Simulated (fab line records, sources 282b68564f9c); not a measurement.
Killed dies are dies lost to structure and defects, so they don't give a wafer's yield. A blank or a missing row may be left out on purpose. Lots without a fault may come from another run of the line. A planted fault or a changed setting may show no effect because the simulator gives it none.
fab line records | flow rit_cmos
record lots=14 wafers=42 last_day=7
route steps=202 shown PWELL@52 PRETRO@66 GATE@97 SPACER@128 M1@202
lots that met no fault: from a run of the same line without faults
start_h: hours from the record's first day to the start of the lot's first wafer shown | wait_h: hours since the lot's step before | " the same as in the row above | L1.1+2: a row that stands for several wafers | - no value, or no start given | * or withheld: withheld | < > ~ a bound
route shown NAME@n: a module of which the file shows steps, and the number in the route of the first | usual: mean/standard deviation of fault-free wafers | same: alike in all rows | chamber/n: place in a boat | sites: the reading at each site | _std_site: their standard deviation | _edge_site: outer sites' mean less inner sites' | radius_mm: how far each site lies from the wafer's centre | mask NAME#n: copy n | behind: the tool/chamber that last shaped the wafer | hold: why the lot was held/for how many hours/how that ended | device: the transistor (n, p or np) that didn't switch | end of line: the same wafers' tests at the end of the route | a step without rows: its recipe alone | killed: dies lost to structure and defects at the first sort, not the wafer's yield | map: a wafer's dies, x killed, . not, _ none there
set.NAME: the setting as run; set.NAME@STEP: as run at that earlier step | model.NAME: the simulator's own value behind a step, which no gauge read
steps of the route over a sample of lots; a table a step, a row a wafer
## steps
# step RIT_WELLDRIVE_RS_MEAS_02
# recipe thk_meas_gauge=four-point-probe
# usual PWELL_RS=428.3/1.1
# columns lot.wafer tool chamber start_h wait_h PWELL_RS[ohm/sq]
L109.3 film_metro-03 - 27.88 0.1 430.0
L109.4 " - " " 428.2
L109.5 " - " " 429.6
L110.1 film_metro-04 - 33.68 0.1 427.5
L110.2 " - " " 428.4
L110.6 " - " " 428.5
L111.2 film_metro-01 - 37.87 0.1 429.5
L111.3 " - " " 429.9
L111.4 " - " " 429.5
L112.1 film_metro-03 - 43.58 0.1 429.0
L112.3 " - " " 427.5
L112.6 " - " " 429.1
L113.1 film_metro-03 - 47.86 0.1 429.2
L113.5 " - " " 427.4
L113.6 " - " " 429.8
L115.4 film_metro-04 - 58.90 0.1 427.6
L115.5 " - " " 427.1
L115.6 " - " " 428.3
L117.1 film_metro-04 - 78.23 0.1 428.5
L117.2 " - " " 427.8
L117.6 " - " " 428.6
L118.1 film_metro-04 - 82.01 0.1 429.1
L118.4 " - " " 427.9
L118.5 " - " " 428.8
L119.1 film_metro-03 - 82.01 0.1 428.7
L119.4 " - " " 427.2
L119.6 " - " " 428.5
L123.1 film_metro-03 - 99.41 0.1 428.7
L123.3 " - " " 427.3
L123.5 " - " " 428.0
L126.3 film_metro-04 - 114.23 0.1 428.5
L126.5 " - " " 428.0
L126.6 " - " " 427.7
L127.2 film_metro-04 - 119.14 0.1 428.5
L127.4 " - " " 427.9
L127.6 " - " " 427.5
L130.1 film_metro-01 - 134.21 0.1 428.9
L130.4 " - " " 428.4
L130.6 " - " " 430.0
L132.1 film_metro-04 - 144.32 0.1 427.2
L132.5 " - " " 426.2
L132.6 " - " " 427.4
# step RIT_PRETRO_SOFTBAKE_02
# recipe resist=NOVOLAK temp_c=90 time_s=62.57
# usual plate_sensor_t_centre_C=90.968/0.01 plate_sensor_t_edge_C=91.020/0.011
# columns lot.wafer tool chamber start_h wait_h plate_sensor_t_centre_C plate_sensor_t_edge_C
L109.3 litho_track-02 0 29.98 0.1 90.964 91.020
L109.4 " 0 " " 90.955 91.032
L109.5 " 0 " " 90.959 91.027
L110.1 litho_track-01 0 35.68 0.1 90.950 91.023
L110.2 " 0 " " 90.979 91.036
L110.6 " 0 " " 90.962 91.028
L111.2 litho_track-01 0 39.84 0.1 90.970 91.022
L111.3 " 0 " " 90.963 91.028
L111.4 " 0 " " 90.961 91.031
L112.1 litho_track-01 0 45.56 0.1 90.973 91.007
L112.3 " 0 " " 90.980 91.036
L112.6 " 0 " " 90.962 91.014
L113.1 litho_track-02 0 49.86 0.1 90.961 91.031
L113.5 " 0 " " 90.969 91.032
L113.6 " 0 " " 90.949 91.007
L115.4 litho_track-02 0 61.01 0.1 90.968 91.024
L115.5 " 0 " " 90.959 91.018
L115.6 " 0 " " 90.963 91.018
L117.1 litho_track-03 0 80.42 0.1 90.973 90.995
L117.2 " 0 " " 90.970 91.005
L117.6 " 0 " " 90.977 91.019
L119.1 litho_track-03 0 84.26 0.1 90.965 91.007
L119.4 " 0 " " 90.974 91.018
L119.6 " 0 " " 90.992 91.025
L118.1 litho_track-02 0 84.34 0.1 90.965 91.016
L118.4 " 0 " " 90.961 91.011
L118.5 " 0 " " 90.956 91.019
L123.1 litho_track-03 0 101.50 0.1 90.985 91.028
L123.3 " 0 " " 90.962 91.006
L123.5 " 0 " " 90.949 91.015
L126.3 litho_track-02 0 116.26 0.1 90.970 91.026
L126.5 " 0 " " 90.972 91.012
L126.6 " 0 " " 90.970 91.030
L127.2 litho_track-03 0 121.44 0.1 90.987 91.011
L127.4 " 0 " " 90.962 91.020
L127.6 " 0 " " 90.945 91.030
L130.1 litho_track-02 0 136.30 0.1 90.958 91.030
L130.4 " 0 " " 90.958 91.009
L130.6 " 0 " " 90.981 91.036
L132.1 litho_track-01 0 146.42 0.1 90.983 91.015
L132.5 " 0 " " 90.952 91.010
L132.6 " 0 " " 90.965 91.049
# step RIT_GATE_CD_MEAS_90
# recipe target_cd_nm=150
# usual cd_nm=150.1/2
# columns lot.wafer tool chamber start_h wait_h cd_nm
L109.3 cd_sem-02 - 37.16 0.1 149.1
L109.4 " - " " 147.0
L109.5 " - " " 146.9
L110.1 cd_sem-01 - 42.11 0.1 150.3
L110.2 " - " " 148.6
L110.6 " - " " 151.6
L111.2 cd_sem-02 - 46.93 0.1 153.2
L111.3 " - " " 153.2
L111.4 " - " " 153.2
L112.1 cd_sem-01 - 52.24 0.1 152.2
L112.3 " - " " 149.9
L112.6 " - " " 150.5
L113.1 cd_sem-01 - 60.42 0.1 149.3
L113.5 " - " " 149.1
L113.6 " - " " 149.9
L115.4 cd_sem-01 - 73.83 0.1 152.5
L115.5 " - " " 153.1
L115.6 " - " " 148.9
L117.1 cd_sem-01 - 86.86 0.1 149.0
L117.2 " - " " 148.8
L117.6 " - " " 149.3
L118.1 cd_sem-01 - 90.93 0.1 149.3
L118.4 " - " " 149.8
L118.5 " - " " 149.9
L119.1 cd_sem-01 - 91.23 0.1 150.2
L119.4 " - " " 151.4
L119.6 " - " " 149.6
L123.1 cd_sem-01 - 110.09 0.1 149.2
L123.3 " - " " 150.4
L123.5 " - " " 151.6
L126.3 cd_sem-01 - 123.60 0.1 149.2
L126.5 " - " " 151.4
L126.6 " - " " 148.5
L127.2 cd_sem-01 - 128.68 0.1 147.9
L127.4 " - " " 147.4
L127.6 " - " " 150.5
L130.1 cd_sem-02 - 142.83 0.1 152.9
L130.4 " - " " 151.1
L130.6 " - " " 150.9
L132.1 cd_sem-02 - 155.74 0.1 146.7
L132.5 " - " " 148.1
L132.6 " - " " 144.4
# step RIT_SPACER_CVD_03
# recipe material=Si3N4 target_thk_nm=250 temp_c=810 precursor=SiH2Cl2/NH3 time_s=3300 pressure_mtorr=300 sih2cl2_flow_sccm=60 nh3_flow_sccm=150
# usual spike_tc_load_C=832.5/2.7
# columns lot.wafer tool chamber start_h wait_h spike_tc_load_C
L109.3 lpcvd-02 1 43.77 0.0 830.9
L109.4 " 1 " " 832.4
L109.5 " 1 " " 829.9
L110.1 lpcvd-01 0 49.76 0.0 834.3
L110.2 " 0 " " 835.3
L110.6 " 0 " " 834.6
L111.2 lpcvd-01 1 53.35 0.0 835.9
L111.3 " 1 " " 835.1
L111.4 " 1 " " 833.1
L112.1 lpcvd-02 1 60.26 0.0 832.2
L112.3 " 1 " " 831.7
L112.6 " 1 " " 831.2
L113.1 lpcvd-01 0 68.25 0.0 835.5
L113.5 " 0 " " 835.8
L113.6 " 0 " " 833.0
L115.4 lpcvd-02 1 80.10 0.0 830.3
L115.5 " 1 " " 829.2
L115.6 " 1 " " 833.6
L117.1 lpcvd-02 0 94.54 0.0 829.7
L117.2 " 0 " " 828.5
L117.6 " 0 " " 828.6
L118.1 lpcvd-01 0 97.60 0.0 835.1
L118.4 " 0 " " 833.6
L118.5 " 0 " " 834.6
L119.1 lpcvd-02 0 99.38 1.0 830.8
L119.4 " 0 " " 829.9
L119.6 " 0 " " 829.9
L123.1 lpcvd-01 1 116.82 0.0 834.9
L123.3 " 1 " " 834.8
L123.5 " 1 " " 835.1
L126.3 lpcvd-01 0 130.81 0.0 836.1
L126.5 " 0 " " 834.7
L126.6 " 0 " " 837.1
L127.2 lpcvd-01 0 135.19 0.0 833.3
L127.4 " 0 " " 835.1
L127.6 " 0 " " 836.3
L130.1 lpcvd-01 0 150.16 0.0 835.8
L130.4 " 0 " " 834.7
L130.6 " 0 " " 837.0
L132.1 lpcvd-02 0 163.35 0.0 829.7
L132.5 " 0 " " 828.9
L132.6 " 0 " " 830.1
# step RIT_SPACER_THK_MEAS_04
# recipe reads=Si3N4_of_SPACER_CVD_03
# usual SPACER_NITRIDE_THK=250.7/2.4
# columns lot.wafer tool chamber start_h wait_h hold SPACER_NITRIDE_THK[nm]
L109.3 film_metro-02 - 45.71 0.0 - 249.7
L109.4 " - " " - 251.0
L109.5 " - " " - 252.5
L110.1 film_metro-02 - 51.68 0.0 - 250.1
L110.2 " - " " - 249.9
L110.6 " - " " - 250.7
L111.2 film_metro-04 - 55.27 0.0 - 249.8
L111.3 " - " " - 249.2
L111.4 " - " " - 248.6
L112.1 film_metro-03 - 62.18 0.0 - 249.5
L112.3 " - " " - 247.9
L112.6 " - " " - 249.5
L113.1 film_metro-02 - 70.17 0.0 - 248.7
L113.5 " - " " - 248.3
L113.6 " - " " - 249.4
L115.4 film_metro-02 - 82.05 0.0 - 250.2
L115.5 " - " " - 250.8
L115.6 " - " " - 251.0
L117.1 film_metro-02 - 96.46 0.0 await_dispo/0.2h/release 434.0
L117.2 " - " " await_dispo/0.2h/release 436.4
L117.6 " - " " await_dispo/0.2h/release 433.7
L117.1 film_metro-02 - 96.69 0.2 - 434.0
L117.2 " - " " - 436.3
L117.6 " - " " - 433.9
L118.1 film_metro-04 - 99.52 0.0 - 250.0
L118.4 " - " " - 249.6
L118.5 " - " " - 249.0
L119.1 film_metro-03 - 102.26 0.0 await_dispo/0.2h/release 435.3
L119.4 " - " " await_dispo/0.2h/release 435.2
L119.6 " - " " await_dispo/0.2h/release 431.4
L119.1 film_metro-03 - 102.48 0.2 - 435.4
L119.4 " - " " - 435.0
L119.6 " - " " - 431.4
L123.1 film_metro-02 - 118.74 0.0 - 252.0
L123.3 " - " " - 249.9
L123.5 " - " " - 250.1
L126.3 film_metro-03 - 132.74 0.0 - 253.3
L126.5 " - " " - 253.0
L126.6 " - " " - 254.8
L127.2 film_metro-03 - 137.11 0.0 - 247.8
L127.4 " - " " - 247.1
L127.6 " - " " - 248.6
L130.1 film_metro-04 - 152.08 0.0 - 249.7
L130.4 " - " " - 249.7
L130.6 " - " " - 250.7
L132.1 film_metro-04 - 165.27 0.0 - 255.1
L132.5 " - " " - 252.3
L132.6 " - " " - 253.4
# step RIT_M1_PROBE_99
# usual defect_limited_yield=97.4/1.1 killed_at_contacts=0.0/0.22 killed_at_front_end=6.9/2.9 killed_dies=7.0/2.9 killed_open=3.5/2 killed_short=3.5/2 sort_bin_3_pad_short=0.1/0.22 sort_bin_5_function=1.4/0.73 sort_bin_6_memory=1.1/0.66 sort_n_pass=257.0/2.9 sort_yield_pct=97.4/1.1
# same gross_dies=264 killed_at_M0_to_M3=0 killed_at_M4_up=0 killed_at_back_side=0 killed_at_other=0
# columns lot.wafer tool chamber start_h wait_h defect_limited_yield[%] killed_at_contacts killed_at_front_end killed_dies killed_open killed_short sort_bin_3_pad_short[%] sort_bin_5_function[%] sort_bin_6_memory[%] sort_n_pass sort_yield_pct[%]
L109.3 prober-02 - 60.44 0.2 97.3 0 7 7 3 4 0.4 1.5 0.8 257.0 97.3
L109.4 prober-02 - 60.49 0.2 97.0 1 7 8 3 5 0.4 2.3 0.4 256.0 97.0
L109.5 prober-02 - 60.54 0.2 97.0 0 8 8 4 4 0 1.5 1.5 256.0 97.0
L110.1 prober-01 - 66.60 0.1 97.7 0 6 6 5 1 0 0.8 1.5 258.0 97.7
L110.2 prober-01 - 66.65 0.1 97.0 0 8 8 5 3 0 1.5 1.5 256.0 97.0
L110.6 prober-01 - 66.85 0.2 98.5 0 4 4 1 3 0 0 1.5 260.0 98.5
L111.2 prober-02 - 66.65 0.1 96.6 0 9 9 6 3 0 2.3 1.1 255.0 96.6
L111.3 prober-02 - 66.70 0.2 97.3 0 7 7 5 2 0 1.1 1.5 257.0 97.3
L111.4 prober-02 - 66.75 0.2 96.6 0 9 9 4 5 0 1.9 1.5 255.0 96.6
L112.1 prober-01 - 73.60 0.1 98.1 0 5 5 3 2 0 0.4 1.5 259.0 98.1
L112.3 prober-01 - 73.70 0.2 97.3 0 7 7 3 4 0 1.5 1.1 257.0 97.3
L112.6 prober-01 - 73.85 0.2 98.1 0 5 5 2 3 0 0.4 1.5 259.0 98.1
L113.1 prober-02 - 81.45 0.1 96.2 0 10 10 5 5 0 1.9 1.9 254.0 96.2
L113.5 prober-02 - 81.65 0.2 97.3 0 7 7 1 6 0 1.5 1.1 257.0 97.3
L113.6 prober-02 - 81.70 0.2 96.2 0 10 10 4 6 0.4 1.1 2.3 254.0 96.2
L115.4 prober-02 - 95.83 0.2 98.9 0 3 3 1 2 0 0.8 0.4 261.0 98.9
L115.5 prober-02 - 95.88 0.2 98.1 0 5 5 2 3 0.4 1.1 0.4 259.0 98.1
L115.6 prober-02 - 95.93 0.2 97.3 0 7 7 2 5 0 1.1 1.5 257.0 97.3
L118.1 prober-01 - 110.90 0.1 97.3 0 7 7 3 4 0 1.5 1.1 257.0 97.3
L118.4 prober-01 - 111.05 0.2 97.3 0 7 7 3 4 0.8 0.8 1.1 257.0 97.3
L118.5 prober-01 - 111.10 0.2 96.6 0 9 9 6 3 0 1.9 1.5 255.0 96.6
L123.1 prober-02 - 129.95 0.1 95.5 0 12 12 10 2 0 2.7 1.9 252.0 95.5
L123.3 prober-02 - 130.05 0.2 98.5 0 4 4 3 1 0 0.8 0.8 260.0 98.5
L123.5 prober-02 - 130.15 0.2 98.9 0 3 3 1 2 0 1.1 0 261.0 98.9
L126.3 prober-01 - 145.06 0.2 97.0 0 8 8 6 2 0 1.5 1.5 256.0 97.0
L126.5 prober-01 - 145.16 0.2 98.1 0 5 5 1 4 0.4 0.8 0.8 259.0 98.1
L126.6 prober-01 - 145.21 0.2 97.3 0 7 7 0 7 0.4 0.8 1.5 257.0 97.3
L127.2 prober-02 - 148.72 0.1 98.5 0 4 4 1 3 0 1.1 0.4 260.0 98.5
L127.4 prober-02 - 148.82 0.2 96.6 0 9 9 5 4 0 1.9 1.5 255.0 96.6
L127.6 prober-02 - 148.92 0.2 97.7 0 6 6 5 1 0 0.8 1.5 258.0 97.7
L130.1 prober-01 - 164.06 0.1 97.3 0 7 7 3 4 0 1.1 1.5 257.0 97.3
L130.4 prober-01 - 164.21 0.2 98.9 0 3 3 3 0 0 0.4 0.8 261.0 98.9
L130.6 prober-01 - 164.31 0.2 98.1 0 5 5 2 3 0.4 0.4 1.1 259.0 98.1
L132.1 prober-01 - 176.34 0.1 96.2 0 10 10 1 9 1.1 1.5 1.1 254.0 96.2
L132.5 prober-01 - 176.54 0.2 95.1 0 13 13 3 10 0.4 3.0 1.5 251.0 95.1
L132.6 prober-01 - 176.59 0.2 96.2 0 10 10 4 6 0.4 1.5 1.9 254.0 96.2
# killed by level:class
L109.3 GATE:geometric_particle:short=2 FOX2:geometric_particle:open=1 GATE:geometric_particle:open=1 REOX:geometric_particle:short=1 SILICIDE:geometric_particle:short=1 SILICIDE:geometric_particle:open=1
L109.4 SILICIDE:geometric_particle:short=2 FOX1:geometric_particle:short=1 GATE:geometric_particle:open=1 REOX:geometric_particle:short=1 SPACER:geometric_particle:open=1 SILICIDE:geometric_particle:open=1 CONTACT:geometric_particle:short=1
L109.5 GATE:geometric_particle:open=2 FOX1:geometric_particle:short=1 GATE:geometric_particle:short=1 REOX:geometric_particle:short=1 SPACER:geometric_particle:open=1 SILICIDE:geometric_particle:open=1 SILICIDE:geometric_particle:short=1
L110.1 GATE:geometric_particle:open=3 FOX1:geometric_particle:open=1 REOX:geometric_particle:open=1 SILICIDE:geometric_particle:short=1
L110.2 GATE:geometric_particle:open=2 SPACER:geometric_particle:open=2 GATE:geometric_particle:short=1 SPACER:geometric_particle:short=1 SILICIDE:geometric_particle:open=1 SILICIDE:geometric_particle:short=1
L111.2 GATE:geometric_particle:open=3 GATE:geometric_particle:short=2 SILICIDE:geometric_particle:open=2 FOX1:geometric_particle:short=1 SPACER:geometric_particle:open=1
L111.3 GATE:geometric_particle:open=3 GATE:geometric_particle:short=2 FOX1:geometric_particle:open=1 FOX2:geometric_particle:open=1
L111.4 GATE:geometric_particle:short=3 GATE:geometric_particle:open=2 SPACER:geometric_particle:open=2 SILICIDE:geometric_particle:short=2
L110.6 GATE:geometric_particle:short=2 FOX2:geometric_particle:short=1 SILICIDE:geometric_particle:open=1
L112.1 GATE:geometric_particle:open=3 GATE:geometric_particle:short=2
L112.3 REOX:geometric_particle:short=2 FOX1:geometric_particle:short=1 GATE:geometric_particle:open=1 SPACER:geometric_particle:short=1 SPACER:geometric_particle:open=1 SILICIDE:geometric_particle:open=1
L112.6 GATE:geometric_particle:short=2 GATE:geometric_particle:open=1 REOX:geometric_particle:short=1 REOX:geometric_particle:open=1
L113.1 GATE:geometric_particle:short=3 GATE:geometric_particle:open=2 FOX1:geometric_particle:open=1 FOX1:geometric_particle:short=1 REOX:geometric_particle:open=1 SILICIDE:geometric_particle:open=1 SILICIDE:geometric_particle:short=1
L113.5 FOX2:geometric_particle:short=2 GATE:geometric_particle:short=2 SPACER:geometric_particle:short=2 GATE:geometric_particle:open=1
L113.6 FOX1:geometric_particle:short=2 GATE:geometric_particle:open=2 GATE:geometric_particle:short=2 FOX1:geometric_particle:open=1 SPACER:geometric_particle:short=1 SILICIDE:geometric_particle:open=1 SILICIDE:geometric_particle:short=1
L115.4 GATE:geometric_particle:short=1 REOX:geometric_particle:open=1 SPACER:geometric_particle:short=1
L115.5 GATE:geometric_particle:short=2 REOX:geometric_particle:open=1 REOX:geometric_particle:short=1 SPACER:geometric_particle:open=1
L115.6 GATE:geometric_particle:short=2 REOX:geometric_particle:short=2 FOX2:geometric_particle:open=1 GATE:geometric_particle:open=1 SPACER:geometric_particle:short=1
L118.1 SILICIDE:geometric_particle:short=2 FOX1:geometric_particle:short=1 FOX2:geometric_particle:open=1 REOX:geometric_particle:open=1 SPACER:geometric_particle:short=1 SPACER:geometric_particle:open=1
L118.4 FOX2:geometric_particle:short=2 SPACER:geometric_particle:open=2 FOX1:geometric_particle:short=1 GATE:geometric_particle:open=1 REOX:geometric_particle:short=1
L118.5 GATE:geometric_particle:open=2 SILICIDE:geometric_particle:open=2 SILICIDE:geometric_particle:short=2 FOX2:geometric_particle:open=1 SPACER:geometric_particle:short=1 SPACER:geometric_particle:open=1
L123.1 SPACER:geometric_particle:open=6 FOX1:geometric_particle:open=1 GATE:geometric_particle:short=1 GATE:geometric_particle:open=1 REOX:geometric_particle:open=1 SPACER:geometric_particle:short=1 SILICIDE:geometric_particle:open=1
L123.3 FOX1:geometric_particle:open=1 GATE:geometric_particle:short=1 GATE:geometric_particle:open=1 REOX:geometric_particle:open=1
L123.5 FOX1:geometric_particle:short=1 REOX:geometric_particle:open=1 REOX:geometric_particle:short=1
L126.3 GATE:geometric_particle:open=3 SPACER:geometric_particle:open=2 FOX1:geometric_particle:short=1 REOX:geometric_particle:open=1 REOX:geometric_particle:short=1
L126.5 FOX1:geometric_particle:short=1 FOX2:geometric_particle:short=1 GATE:geometric_particle:short=1 REOX:geometric_particle:open=1 SILICIDE:geometric_particle:short=1
L126.6 FOX2:geometric_particle:short=2 SILICIDE:geometric_particle:short=2 ACTIVE:geometric_particle:short=1 FOX1:geometric_particle:short=1 REOX:geometric_particle:short=1
L127.2 FOX2:geometric_particle:short=1 GATE:geometric_particle:short=1 REOX:geometric_particle:open=1 SPACER:geometric_particle:short=1
L127.4 REOX:geometric_particle:open=4 FOX2:geometric_particle:short=2 GATE:geometric_particle:open=1 GATE:geometric_particle:short=1 SILICIDE:geometric_particle:short=1
L127.6 GATE:geometric_particle:open=4 FOX2:geometric_particle:open=1 SPACER:geometric_particle:short=1
L130.1 FOX1:geometric_particle:open=2 GATE:geometric_particle:short=2 FOX1:geometric_particle:short=1 FOX2:geometric_particle:open=1 SILICIDE:geometric_particle:short=1
L130.4 FOX1:geometric_particle:open=1 GATE:geometric_particle:open=1 SILICIDE:geometric_particle:open=1
L130.6 FOX2:geometric_particle:short=2 GATE:geometric_particle:open=2 REOX:geometric_particle:short=1
L132.1 GATE:geometric_particle:short=5 SILICIDE:geometric_particle:short=2 FOX1:geometric_particle:short=1 FOX2:geometric_particle:short=1 GATE:geometric_particle:open=1
L132.5 FOX1:geometric_particle:short=4 REOX:geometric_particle:short=2 SILICIDE:geometric_particle:short=2 FOX1:geometric_particle:open=1 GATE:geometric_particle:short=1 SPACER:geometric_particle:open=1 SPACER:geometric_particle:short=1 SILICIDE:geometric_particle:open=1
L132.6 SILICIDE:geometric_particle:short=3 GATE:geometric_particle:short=2 FOX1:geometric_particle:short=1 FOX1:geometric_particle:open=1 GATE:geometric_particle:open=1 SPACER:geometric_particle:open=1 SILICIDE:geometric_particle:open=1
## key
first_sign step=RIT_SPACER_THK_MEAS_04 reading=visit direction=added
effect step=RIT_SPACER_THK_MEAS_04 reading=SPACER_NITRIDE_THK direction=up sigmas=77 usual=250.7 struck=434.3
met_at RIT_SPACER_CVD_03
struck_lots L117,L119
scrapped_behind RIT_SPACER_THK_MEAS_04 L117.1,L117.2,L117.6,L119.1,L119.4,L119.6
not_acting_at RIT_WELLDRIVE_RS_MEAS_02,RIT_PRETRO_SOFTBAKE_02,RIT_GATE_CD_MEAS_90
onset_between 80.10 94.54
fault kind=process_parameter_drift tool=lpcvd-02 chamber=- onset_h=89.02 steps=RIT_SPACER_CVD_03 channel=target_thk_nm offset=182.08 shape=step end_h=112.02 acts_in=these_recipes_only stated=250
